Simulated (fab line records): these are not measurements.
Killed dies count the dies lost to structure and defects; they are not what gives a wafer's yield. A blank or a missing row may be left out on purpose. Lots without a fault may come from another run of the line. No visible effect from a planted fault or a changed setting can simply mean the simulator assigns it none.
fab line records	flow berkeleyCmos170	part 1 of 2: steps 1 to 26 of 35
record: lots: 5	wafers: 15	lastDay: 11
route steps=331 shown NLDD@162 SPACER@171 PSD@175 NSD@187
lots with no fault: from the same line, run without faults
startH: hours from the record's first day to the start of the lot's first wafer shown	waitH: hours since the lot's step before	" repeats the value in the row above	L1.1+2: a row that stands for several wafers	- no value, or no start was given	* or withheld: withheld	< > ~ a bound
route shown NAME@n: a module of which the file shows steps, and the number in the route of the first	usual: mean/standard deviation of fault-free wafers	same: alike in all rows	chamber/n: place in a boat	sites: per-site readings	_std_site: the values' standard deviation	_edge_site: inner sites' mean taken away from outer sites' mean	radiusMm: how far each site lies from the wafer's centre	mask NAME#n: copy n	behind: tool/chamber where the wafer was last shaped	hold: reason for holding the lot/hours on hold/outcome of the hold	device: transistor that didn't switch, given as n, p or np	end of line: the route-end tests of the same wafers	a step given without rows: its recipe and nothing more	killed: not the wafer's yield, but the dies lost to structure and defects at the first sort	map: a wafer's dies, x killed, . not, _ none there
set.NAME: the setting as run; set.NAME@STEP: as run at that earlier step	model.NAME: the simulator's own value behind a step, which no gauge read
lots at selected steps of the route; one table per step, one row per wafer
services: when a tool's chamber went out of use (startH, in hours from the record's first day, below 0 if earlier), for how many hours, and the reason
== steps ==
step: UCB170_NLDD_PEB_04
recipe: pebTempC: 130	pebTimeS: withheld	resist: KrF
usual: exhaustPa: 44.9/0.86
lot.wafer	tool	chamber	startH	waitH	exhaustPa
L074.3	lithoTrack-03	0	114.97	0.4	44.7
L074.4	"	0	"	"	46.1
L074.6	"	0	"	"	46.1
L083.2	lithoTrack-01	0	162.95	0.1	43.8
L083.5	"	0	"	"	43.1
L083.6	"	0	"	"	43.7
L084.1	lithoTrack-03	0	170.35	0.1	45.1
L084.2	"	0	"	"	45.2
L084.3	"	0	"	"	45.3
L092.1	lithoTrack-03	0	217.10	0.2	43.8
L092.4	"	0	"	"	46.2
L092.5	"	0	"	"	44.3
L093.1	lithoTrack-01	0	217.13	0.1	45.2
L093.2	"	0	"	"	44.8
L093.6	"	0	"	"	45.8
step: UCB170_NLDD_DEVELOP_05
recipe: developer: TMAH	developTimeS: 45	resist: KrF	devTempC: 21
usual: exhaustPa: 45.2/0.9
lot.wafer	tool	chamber	startH	waitH	exhaustPa
L074.3	lithoTrack-03	0	-	-	44.7
L074.4	"	0	"	"	42.7
L074.6	"	0	"	"	46.2
L083.2	lithoTrack-01	0	-	-	44.7
L083.5	"	0	"	"	44.4
L083.6	"	0	"	"	44.9
L084.1	lithoTrack-03	0	-	-	44.4
L084.2	"	0	"	"	44.2
L084.3	"	0	"	"	44.5
L092.1	lithoTrack-03	0	-	-	44.4
L092.4	"	0	"	"	45.7
L092.5	"	0	"	"	44.5
L093.1	lithoTrack-01	0	-	-	45.9
L093.2	"	0	"	"	47.5
L093.6	"	0	"	"	46.0
step: UCB170_NLDD_CD_MEAS_06
recipe: targetCdNm: 1200
usual: cdNm: 1199.8/1.4
lot.wafer	tool	chamber	startH	waitH	cdNm
L074.3	cdSem-02	-	115.24	-	1200.3
L074.4	"	-	"	"	1200.2
L074.6	"	-	"	"	1201.4
L083.2	cdSem-02	-	163.22	-	1198.8
L083.5	"	-	"	"	1198.5
L083.6	"	-	"	"	1197.7
L084.1	cdSem-01	-	170.63	-	1199.0
L084.2	"	-	"	"	1199.7
L084.3	"	-	"	"	1198.7
L092.1	cdSem-01	-	217.38	-	1198.2
L092.4	"	-	"	"	1199.4
L092.5	"	-	"	"	1197.8
L093.1	cdSem-02	-	217.41	-	1200.4
L093.2	"	-	"	"	1200.8
L093.6	"	-	"	"	1199.5
step: UCB170_NLDD_OVL_MEAS_07
usual: NLDD_OVL: -2/5.7
lot.wafer	tool	chamber	startH	waitH	NLDD_OVL[nm]
L074.3	overlay-01	-	115.33	0.1	-3
L074.4	"	-	"	"	-12
L074.6	"	-	"	"	-11
L083.2	overlay-02	-	163.33	0.1	1
L083.5	"	-	"	"	-3
L083.6	"	-	"	"	-3
L084.1	overlay-02	-	170.75	0.1	3
L084.2	"	-	"	"	-2
L084.3	"	-	"	"	4
L092.1	overlay-02	-	217.50	0.1	-7
L092.4	"	-	"	"	1
L092.5	"	-	"	"	0
L093.1	overlay-01	-	217.53	0.1	7
L093.2	"	-	"	"	11
L093.6	"	-	"	"	14
step: UCB170_NLDD_IMPLANT_08
recipe: species: As	doseCm2: 5e+13	energyKev: 29.85	tiltDeg: 7	rotationDeg: 0
lot.wafer	tool	chamber	startH	waitH
L074.3+4+6	implanter-04	0	115.40	0.1
L083.2+5+6	implanter-02	0	163.39	0.0
L084.1+2+3	implanter-02	0	170.78	0.0
L092.1+4+5	implanter-02	0	217.54	0.0
L093.1+2+6	implanter-04	0	217.56	0.0
step: UCB170_NLDD_IMPLANT_09
recipe: species: As	doseCm2: 5e+13	energyKev: 30	tiltDeg: 7	rotationDeg: 180
lot.wafer	tool	chamber	startH	waitH
L074.3+4+6	implanter-04	0	115.55	0.1
L083.2+5+6	implanter-02	0	163.54	0.1
L084.1+2+3	implanter-02	0	170.93	0.1
L092.1+4+5	implanter-02	0	217.69	0.1
L093.1+2+6	implanter-04	0	217.71	0.1
step: UCB170_NLDD_STRIP_10
recipe: chemistry: O2	powerW: 400	pressureMtorr: 3500	platenTempC: withheld	o2FlowSccm: 400	overashFraction: 0.5
usual: chamberPressureMTorr: 3501/3.2	drypumpMotorCurrentA: 5.9/0.48	o2FlowSccm: 399.8/1.2	oesProductAu: 0.734/0.0044	stripTimeToEndpointS: 21.64/0.061
same: overashFraction: 0.5
lot.wafer	tool	chamber	startH	waitH	chamberPressureMTorr	drypumpMotorCurrentA	o2FlowSccm	oesProductAu	rfHoursCounterH	stripTimeToEndpointS
L074.3	plasmaAsher-01	0	115.69	0.1	3500	5.2	401.4	0.740	-	21.56
L074.4	"	1	"	"	3501	6.6	399.8	0.732	-	21.56
L074.6	"	1	"	"	3501	6.6	400.0	0.733	-	21.62
L083.2	plasmaAsher-01	0	163.66	0.1	3499	5.2	399.9	0.746	44	21.68
L083.5	"	0	"	"	3505	5.2	398.6	0.739	-	21.69
L083.6	"	1	"	"	3500	6.6	400.5	0.723	-	21.67
L084.1	plasmaAsher-02	1	171.08	0.1	3499	5.8	401.0	0.737	46	21.71
L084.2	"	0	"	"	3498	6.3	401.3	0.734	46	21.65
L084.3	"	0	"	"	3503	6.3	400.4	0.737	-	21.72
L092.1	plasmaAsher-01	0	217.84	0.1	3506	5.2	400.4	0.733	49	21.57
L092.4	"	1	"	"	3505	6.6	400.0	0.729	-	21.57
L092.5	"	1	"	"	3502	6.6	398.7	0.730	-	21.57
L093.1	plasmaAsher-03	1	217.86	0.1	3503	5.6	399.3	0.730	10	21.60
L093.2	"	0	"	"	3500	5.6	400.4	0.729	10	21.62
L093.6	"	0	"	"	3502	5.6	398.7	0.735	-	21.58
step: UCB170_NLDD_TW_MEAS_11
usual: NLDD_TW: 2221/22
lot.wafer	tool	chamber	startH	waitH	NLDD_TW
L074.3	filmMetro-01	-	115.77	0.1	2242
L074.4	"	-	"	"	2245
L074.6	"	-	"	"	2248
L083.2	filmMetro-03	-	163.77	0.1	2217
L083.5	"	-	"	"	2225
L083.6	"	-	"	"	2203
L084.1	filmMetro-04	-	171.21	0.1	2204
L084.2	"	-	"	"	2187
L084.3	"	-	"	"	2203
L092.1	filmMetro-03	-	217.94	0.1	2218
L092.4	"	-	"	"	2207
L092.5	"	-	"	"	2215
L093.1	filmMetro-03	-	218.00	0.1	2215
L093.2	"	-	"	"	2226
L093.6	"	-	"	"	2218
step: UCB170_NLDD_CLEAN_12
recipe: chemistry: SPM	tempC: 120	timeS: 600
lot.wafer	tool	chamber	startH	waitH
L074.3+4+6	wetBench-04	2	117.40	1.6
L083.2+5+6	wetBench-02	0	163.82	0.0
L084.1+2+3	wetBench-02	0	171.27	0.1
L092.1+4+5	wetBench-04	0	218.00	0.1
L093.1+2+6	wetBench-04	3	218.45	0.4
step: UCB170_SPACER_CVD_00
recipe: material: SiO2	targetThkNm: 376	tempC: 390	precursor: TEOS/O2	timeS: 47	rfW: 550	pressureMtorr: 9000
usual: heaterPowerW: 262/34
lot.wafer	tool	chamber	startH	waitH	heaterPowerW
L074.3	pecvd-02	0	117.58	0.0	240
L074.4	"	0	"	"	265
L074.6	"	1	"	"	229
L083.2	pecvd-03	1	164.03	0.0	254
L083.5	"	1	"	"	194
L083.6	"	1	"	"	210
L084.1	pecvd-03	1	171.46	0.0	223
L084.2	"	0	"	"	253
L084.3	"	2	"	"	251
L092.1	pecvd-03	2	218.17	0.0	292
L092.4	"	0	"	"	250
L092.5	"	1	"	"	227
L093.1	pecvd-01	1	218.63	0.0	304
L093.2	"	2	"	"	288
L093.6	"	0	"	"	269
step: UCB170_SPACER_THK_MEAS_01
recipe: reads: SiO2_of_SPACER_CVD_00
usual: SPACER_TEOS_THK: 376/5.2
lot.wafer	tool	chamber	startH	waitH	SPACER_TEOS_THK[nm]
L074.3	filmMetro-02	-	117.64	0.0	375
L074.4	"	-	"	"	380
L074.6	"	-	"	"	380
L083.2	filmMetro-04	-	164.15	0.1	374
L083.5	"	-	"	"	378
L083.6	"	-	"	"	380
L084.1	filmMetro-02	-	171.50	0.0	374
L084.2	"	-	"	"	377
L084.3	"	-	"	"	375
L092.1	filmMetro-02	-	218.21	0.0	379
L092.4	"	-	"	"	383
L092.5	"	-	"	"	388
L093.1	filmMetro-03	-	218.67	0.0	369
L093.2	"	-	"	"	368
L093.6	"	-	"	"	376
step: UCB170_SPACER_ANNEAL_02
recipe: tempC: 900	timeS: 1800	ambient: N2
usual: spikeTcLoadC: 924.6/2	tubeCenterTempC: 900/0.089	zonePowerLoadPct: 24/3.1
lot.wafer	tool	chamber	startH	waitH	spikeTcLoadC	tubeCenterTempC	zonePowerLoadPct
L074.3	furnace-02	0	120.46	2.8	921.4	899.83	29
L074.4	"	0	"	"	922.0	900.14	30
L074.6	"	0	"	"	922.0	899.92	30
L083.2	furnace-02	0	168.34	4.2	922.0	899.99	29
L083.5	"	0	"	"	920.9	900	29
L083.6	"	0	"	"	920.4	900.02	29
L084.1	furnace-02	0	175.28	3.8	922.0	900.09	30
L084.2	"	0	"	"	921.4	900.05	30
L084.3	"	0	"	"	921.8	899.91	30
L092.1	furnace-04	0	219.59	1.4	924.6	900.05	22
L092.4	"	0	"	"	926.3	900.19	23
L092.5	"	0	"	"	925.6	899.98	23
L093.1	furnace-04	0	219.59	0.9	925.3	900.18	23
L093.2	"	0	"	"	926.3	900.07	22
L093.6	"	0	"	"	925.4	900.12	22
step: UCB170_SPACER_ETCHBACK_03
recipe: stopOn: Si	target: SiO2	chemistry: CHF3/CF4/Ar	CHF3_flow_sccm: 50	cf4FlowSccm: 10	Ar_flow_sccm: 120	pressureMtorr: 200	rfW: 500	targetDepthA: 3760	timeS: 100
usual: CHF3_flow_sccm: 50.03/0.15	chamberPressureMTorr: 199.98/0.19	drypumpMotorCurrentA: 6.1/0.43	oesProductAu: 0.895/0.014	throttleValvePct: 6.45/0.13
lot.wafer	tool	chamber	startH	waitH	CHF3_flow_sccm	chamberPressureMTorr	drypumpMotorCurrentA	oesProductAu	rfHoursCounterH	throttleValvePct
L074.3	rieDiel-02	3	121.96	0.0	50.05	200.05	6.0	0.868	4	6.27
L074.4	"	1	"	"	50.18	199.95	6.5	0.889	107	6.31
L074.6	"	0	"	"	49.94	200.25	6.5	0.918	-	6.42
L083.2	rieDiel-01	1	169.84	0.0	50.12	199.96	5.8	0.895	21	6.43
L083.5	"	1	"	"	50.44	200.05	5.8	0.910	-	6.44
L083.6	"	0	"	"	50.17	199.74	5.7	0.902	-	6.65
L084.1	rieDiel-01	3	176.78	0.0	50.12	199.93	6.5	0.890	64	6.47
L084.2	"	2	"	"	50.20	199.93	6.4	0.896	104	6.33
L084.3	"	1	"	"	50.06	200.03	5.8	0.897	21	6.42
L092.1	rieDiel-04	2	221.09	0.0	50.08	200.04	6.0	0.907	2	6.35
L092.4	"	3	"	"	49.95	200.00	5.5	0.912	18	6.38
L092.5	"	1	"	"	50.14	200.36	5.5	0.929	-	6.53
L093.1	rieDiel-02	0	221.09	0.0	50.03	199.86	6.5	0.894	75	6.42
L093.2	"	2	"	"	50.17	200.13	5.5	0.885	131	6.63
L093.6	"	1	"	"	50.03	200.00	6.5	0.882	-	6.31
step: UCB170_PSD_HMDS_00
recipe: primeTimeS: 60	primeTempC: 100
usual: exhaustPa: 45.1/0.88
lot.wafer	tool	chamber	startH	waitH	exhaustPa
L074.3	lithoTrack-04	0	122.57	0.6	46.0
L074.4	"	0	"	"	43.8
L074.6	"	0	"	"	44.6
L083.2	lithoTrack-02	0	169.94	0.1	45.8
L083.5	"	0	"	"	46.4
L083.6	"	0	"	"	45.6
L084.1	lithoTrack-02	0	176.85	0.0	45.3
L084.2	"	0	"	"	45.5
L084.3	"	0	"	"	44.4
L092.1	lithoTrack-04	0	221.16	0.0	45.4
L092.4	"	0	"	"	46.1
L092.5	"	0	"	"	45.6
L093.1	lithoTrack-03	0	221.48	0.4	43.2
L093.2	"	0	"	"	44.4
L093.6	"	0	"	"	44.3
step: UCB170_PSD_COAT_01
recipe: resist: KrF	spinRpm: 1500	resistThkNm: 900
usual: exhaustPa: 45.0/0.92
lot.wafer	tool	chamber	startH	waitH	exhaustPa
L074.3	lithoTrack-04	0	122.72	0.1	45.9
L074.4	"	0	"	"	45.4
L074.6	"	0	"	"	46.0
L083.2	lithoTrack-02	0	170.09	0.1	43.7
L083.5	"	0	"	"	45.9
L083.6	"	0	"	"	44.5
L084.1	lithoTrack-02	0	177.00	0.1	44.4
L084.2	"	0	"	"	44.5
L084.3	"	0	"	"	44.7
L092.1	lithoTrack-04	0	221.31	0.1	42.4
L092.4	"	0	"	"	43.5
L092.5	"	0	"	"	43.3
L093.1	lithoTrack-03	0	221.63	0.1	45.5
L093.2	"	0	"	"	44.3
L093.6	"	0	"	"	45.2
step: UCB170_PSD_SOFTBAKE_02
recipe: resist: KrF	tempC: 130	timeS: 60
usual: exhaustPa: 45.1/0.86
lot.wafer	tool	chamber	startH	waitH	exhaustPa
L074.3	lithoTrack-04	0	122.87	0.1	45.0
L074.4	"	0	"	"	46.1
L074.6	"	0	"	"	45.1
L083.2	lithoTrack-02	0	170.24	0.1	43.5
L083.5	"	0	"	"	43.4
L083.6	"	0	"	"	43.7
L084.1	lithoTrack-02	0	177.15	0.1	45.1
L084.2	"	0	"	"	45.4
L084.3	"	0	"	"	45.6
L092.1	lithoTrack-04	0	221.46	0.1	44.7
L092.4	"	0	"	"	44.4
L092.5	"	0	"	"	46.1
L093.1	lithoTrack-03	0	221.78	0.1	43.6
L093.2	"	0	"	"	44.6
L093.6	"	0	"	"	44.3
step: UCB170_PSD_EXPOSE_03
recipe: maskId: PSELECT_MOD	na: 0.5	sigmaOuter: 0.6	sourceShape: conventional	targetCdNm: 1200	doseMj: 30
usual: exposureDoseMJCm2: 29.974/0.029
lot.wafer	tool	chamber	startH	waitH	mask	exposureDoseMJCm2
L074.3	krfScanner-01	0	123.27	0.4	PSELECT_MOD#0	29.975
L074.4	"	0	"	"	PSELECT_MOD#0	29.970
L074.6	"	0	"	"	PSELECT_MOD#0	29.976
L083.2	krfScanner-02	0	170.51	0.2	PSELECT_MOD#0	30.004
L083.5	"	0	"	"	PSELECT_MOD#0	29.985
L083.6	"	0	"	"	PSELECT_MOD#0	30.007
L084.1	krfScanner-02	0	177.30	0.1	PSELECT_MOD#0	29.951
L084.2	"	0	"	"	PSELECT_MOD#0	29.931
L084.3	"	0	"	"	PSELECT_MOD#0	29.941
L092.1	krfScanner-02	0	221.78	0.3	PSELECT_MOD#0	29.899
L092.4	"	0	"	"	PSELECT_MOD#0	29.966
L092.5	"	0	"	"	PSELECT_MOD#0	29.985
L093.1	krfScanner-01	0	222.05	0.2	PSELECT_MOD#0	29.989
L093.2	"	0	"	"	PSELECT_MOD#0	29.996
L093.6	"	0	"	"	PSELECT_MOD#0	29.993
step: UCB170_PSD_PEB_04
recipe: pebTempC: 130	pebTimeS: withheld	resist: KrF
usual: exhaustPa: 45.2/0.98
lot.wafer	tool	chamber	startH	waitH	exhaustPa
L074.3	lithoTrack-04	0	123.74	0.4	44.5
L074.4	"	0	"	"	45.6
L074.6	"	0	"	"	45.3
L083.2	lithoTrack-02	0	170.63	0.1	46.6
L083.5	"	0	"	"	45.7
L083.6	"	0	"	"	44.9
L084.1	lithoTrack-04	0	177.42	0.1	46.4
L084.2	"	0	"	"	47.1
L084.3	"	0	"	"	45.3
L092.1	lithoTrack-04	0	221.90	0.1	47.2
L092.4	"	0	"	"	45.2
L092.5	"	0	"	"	46.5
L093.1	lithoTrack-04	0	222.17	0.1	44.8
L093.2	"	0	"	"	44.2
L093.6	"	0	"	"	45.0
step: UCB170_PSD_DEVELOP_05
recipe: developer: TMAH	developTimeS: 45	resist: KrF	devTempC: 21
usual: exhaustPa: 45.0/0.94
lot.wafer	tool	chamber	startH	waitH	exhaustPa
L074.3	lithoTrack-04	0	-	-	43.8
L074.4	"	0	"	"	44.3
L074.6	"	0	"	"	45.0
L083.2	lithoTrack-02	0	-	-	45.8
L083.5	"	0	"	"	45.9
L083.6	"	0	"	"	46.8
L084.1	lithoTrack-04	0	-	-	44.6
L084.2	"	0	"	"	45.0
L084.3	"	0	"	"	43.1
L092.1	lithoTrack-04	0	-	-	44.6
L092.4	"	0	"	"	44.6
L092.5	"	0	"	"	44.4
L093.1	lithoTrack-04	0	-	-	45.6
L093.2	"	0	"	"	46.4
L093.6	"	0	"	"	45.7
step: UCB170_PSD_CD_MEAS_06
recipe: targetCdNm: 1200
usual: cdNm: 1200.2/1.6
lot.wafer	tool	chamber	startH	waitH	cdNm
L074.3	cdSem-02	-	124.01	-	1199.9
L074.4	"	-	"	"	1199.2
L074.6	"	-	"	"	1198.8
L083.2	cdSem-01	-	170.90	-	1198.5
L083.5	"	-	"	"	1197.9
L083.6	"	-	"	"	1198.5
L084.1	cdSem-02	-	177.69	-	1201.8
L084.2	"	-	"	"	1202.2
L084.3	"	-	"	"	1201.2
L092.1	cdSem-02	-	222.17	-	1197.9
L092.4	"	-	"	"	1200.4
L092.5	"	-	"	"	1200.4
L093.1	cdSem-02	-	222.53	-	1201.1
L093.2	"	-	"	"	1199.6
L093.6	"	-	"	"	1199.7
step: UCB170_PSD_OVL_MEAS_07
usual: PSD_OVL: -1/6.1
lot.wafer	tool	chamber	startH	waitH	PSD_OVL[nm]
L074.3	overlay-01	-	124.10	0.1	-4
L074.4	"	-	"	"	0
L074.6	"	-	"	"	-7
L083.2	overlay-01	-	171.01	0.1	-6
L083.5	"	-	"	"	-3
L083.6	"	-	"	"	1
L084.1	overlay-02	-	177.81	0.1	-6
L084.2	"	-	"	"	-8
L084.3	"	-	"	"	-2
L092.1	overlay-02	-	222.29	0.1	6
L092.4	"	-	"	"	9
L092.5	"	-	"	"	14
L093.1	overlay-02	-	222.65	0.1	1
L093.2	"	-	"	"	5
L093.6	"	-	"	"	-1
step: UCB170_PSD_IMPLANT_08
recipe: species: B	doseCm2: 3e+15	energyKev: 20	tiltDeg: 7
lot.wafer	tool	chamber	startH	waitH
L074.3+4+6	implanter-03	0	124.17	0.1
L083.2+5+6	implanter-04	0	171.06	0.0
L084.1+2+3	implanter-03	0	177.85	0.0
L092.1+4+5	implanter-04	0	222.33	0.0
L093.1+2+6	implanter-01	0	222.69	0.0
step: UCB170_PSD_STRIP_09
recipe: chemistry: O2	powerW: 400	pressureMtorr: 3500	platenTempC: withheld	o2FlowSccm: 400	overashFraction: 0.5
usual: chamberPressureMTorr: 3500/3.2	drypumpMotorCurrentA: 5.7/0.59	o2FlowSccm: 399.9/1.1	oesProductAu: 0.600/0.0044	stripTimeToEndpointS: 29.42/0.069
same: overashFraction: 0.5
lot.wafer	tool	chamber	startH	waitH	chamberPressureMTorr	drypumpMotorCurrentA	o2FlowSccm	oesProductAu	rfHoursCounterH	stripTimeToEndpointS
L074.3	plasmaAsher-04	1	124.31	0.1	3499	5.4	398.5	0.599	-	29.39
L074.4	"	0	"	"	3506	4.9	400.8	0.613	-	29.38
L074.6	"	0	"	"	3502	4.9	399.9	0.599	-	29.36
L083.2	plasmaAsher-04	1	171.19	0.1	3500	5.4	400.6	0.603	45	29.48
L083.5	"	1	"	"	3500	5.4	399.8	0.602	-	29.40
L083.6	"	0	"	"	3499	4.9	400.0	0.598	-	29.40
L084.1	plasmaAsher-01	1	178.00	0.1	3501	6.6	398.7	0.600	45	29.35
L084.2	"	0	"	"	3498	5.2	401.4	0.600	45	29.41
L084.3	"	0	"	"	3494	5.2	398.4	0.599	-	29.41
L092.1	plasmaAsher-01	0	222.48	0.1	3502	5.2	399.0	0.598	49	29.48
L092.4	"	0	"	"	3501	5.2	399.8	0.604	-	29.43
L092.5	"	0	"	"	3503	5.2	399.2	0.593	-	29.57
L093.1	plasmaAsher-02	1	222.84	0.1	3502	5.8	401.7	0.604	52	29.29
L093.2	"	0	"	"	3494	6.3	399.8	0.597	52	29.38
L093.6	"	1	"	"	3502	5.8	400.4	0.600	-	29.35
step: UCB170_PSD_TW_MEAS_10
usual: PSD_TW: 2329/26
lot.wafer	tool	chamber	startH	waitH	PSD_TW
L074.3	filmMetro-01	-	124.39	0.1	2369
L074.4	"	-	"	"	2353
L074.6	"	-	"	"	2359
L083.2	filmMetro-03	-	171.30	0.1	2325
L083.5	"	-	"	"	2334
L083.6	"	-	"	"	2330
L084.1	filmMetro-04	-	178.10	0.1	2298
L084.2	"	-	"	"	2312
L084.3	"	-	"	"	2299
L092.1	filmMetro-03	-	222.58	0.1	2334
L092.4	"	-	"	"	2331
L092.5	"	-	"	"	2335
L093.1	filmMetro-01	-	222.94	0.1	2353
L093.2	"	-	"	"	2353
L093.6	"	-	"	"	2369
step: UCB170_PSD_CLEAN_11
recipe: chemistry: SPM	tempC: 120	timeS: 600
lot.wafer	tool	chamber	startH	waitH
L074.3+4+6	wetBench-04	0	124.51	0.1
L083.2+5+6	wetBench-03	3	171.43	0.1
L084.1+2+3	wetBench-01	3	178.16	0.1
L092.1+4+5	wetBench-03	3	223.89	1.3
L093.1+2+6	wetBench-03	1	223.89	0.9
step: UCB170_NSD_HMDS_00
recipe: primeTimeS: 60	primeTempC: 100
usual: exhaustPa: 45.0/0.96
lot.wafer	tool	chamber	startH	waitH	exhaustPa
L074.3	lithoTrack-03	0	124.74	0.1	45.3
L074.4	"	0	"	"	45.8
L074.6	"	0	"	"	45.6
L083.2	lithoTrack-01	0	172.01	0.4	44.9
L083.5	"	0	"	"	45.7
L083.6	"	0	"	"	44.7
L084.1	lithoTrack-01	0	178.35	0.0	45.4
L084.2	"	0	"	"	46.0
L084.3	"	0	"	"	46.4
L093.1	lithoTrack-02	0	224.34	0.3	45.6
L093.2	"	0	"	"	43.9
L093.6	"	0	"	"	44.3
L092.1	lithoTrack-01	0	224.34	0.3	43.9
L092.4	"	0	"	"	44.3
L092.5	"	0	"	"	44.2
